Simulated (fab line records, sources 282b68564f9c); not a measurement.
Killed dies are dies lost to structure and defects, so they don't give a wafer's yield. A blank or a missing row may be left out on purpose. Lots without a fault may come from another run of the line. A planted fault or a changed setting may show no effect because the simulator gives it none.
Split-lot experiment | flow rit_cmos | 5 lots, 23 wafers read, on a route of 202 steps

THE SPLIT
At RIT_FOX2_OXIDATION_00 (target thk 350.7 nm, ox time 1130 s), the setting ox_time_s was moved away from the recipe's 1130 s on 15 of the 23 wafers read, by -11.9% to -5.1%. The other wafers ran this setting at the recipe's value.

The reading is taken at the split's own step.

THE READING
SiO2_of_FOX2_OXIDATION_00.thk_nm (the simulator's own value, which no gauge read), in nm, at RIT_FOX2_OXIDATION_00 (target thk 350.7 nm, ox time 1130 s). The file gives no usual value for it. The 8 wafers here that ran the recipe average 343.9 nm, standard deviation 2.9 nm.

wafer  | tool, chamber at the split | ox_time_s as run, s | against the recipe | SiO2_of_FOX2_OXIDATION_00.thk_nm, nm | against lot-mates on the recipe
L074.1 | -, -                       | 995.6               | -11.9%             | 315.9                                | no lot-mate on the recipe
L074.2 | -, -                       | 995.6               | -11.9%             | 321                                  | no lot-mate on the recipe
L074.3 | -, -                       | 995.6               | -11.9%             | 325                                  | no lot-mate on the recipe
L074.4 | -, -                       | 995.6               | -11.9%             | 318.7                                | no lot-mate on the recipe
L074.5 | -, -                       | 995.6               | -11.9%             | 323.4                                | no lot-mate on the recipe
L081.1 | -, -                       | 1072                | -5.1%              | 325.2                                | no lot-mate on the recipe
L081.2 | -, -                       | 1072                | -5.1%              | 332.3                                | no lot-mate on the recipe
L081.3 | -, -                       | 1072                | -5.1%              | 329.2                                | no lot-mate on the recipe
L081.4 | -, -                       | 1072                | -5.1%              | 327.5                                | no lot-mate on the recipe
L081.5 | -, -                       | 1072                | -5.1%              | 324.5                                | no lot-mate on the recipe
L083.1 | -, -                       | 1130                | recipe             | 344.6                                | -
L083.2 | -, -                       | 1130                | recipe             | 345                                  | -
L083.3 | -, -                       | 1130                | recipe             | 341.5                                | -
L083.5 | -, -                       | 1130                | recipe             | 343.6                                | -
L083.6 | -, -                       | 1130                | recipe             | 338.4                                | -
L084.3 | furnace-04, 0              | 1130                | recipe             | 345.4                                | -
L084.5 | furnace-04, 0              | 1130                | recipe             | 343.9                                | -
L084.6 | furnace-04, 0              | 1130                | recipe             | 349.2                                | -
L085.1 | -, -                       | 1013                | -10.4%             | 316.7                                | no lot-mate on the recipe
L085.2 | -, -                       | 1013                | -10.4%             | 318.9                                | no lot-mate on the recipe
L085.3 | -, -                       | 1013                | -10.4%             | 314.6                                | no lot-mate on the recipe
L085.4 | -, -                       | 1013                | -10.4%             | 316                                  | no lot-mate on the recipe
L085.6 | -, -                       | 1013                | -10.4%             | 326.1                                | no lot-mate on the recipe

THE FIT
A straight line over all 23 wafers: SiO2_of_FOX2_OXIDATION_00.thk_nm changes by +2.11 nm for each +1% of ox_time_s; r = +0.93; the points scatter about the line by 4.5 nm.
Too few moved wafers have a lot-mate on the recipe to fit a line with each lot's own level taken away.

THE FILE'S OWN FIT
SiO2_of_FOX2_OXIDATION_00.thk_nm changes by +2.11 nm for each +1% of ox_time_s, r = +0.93.
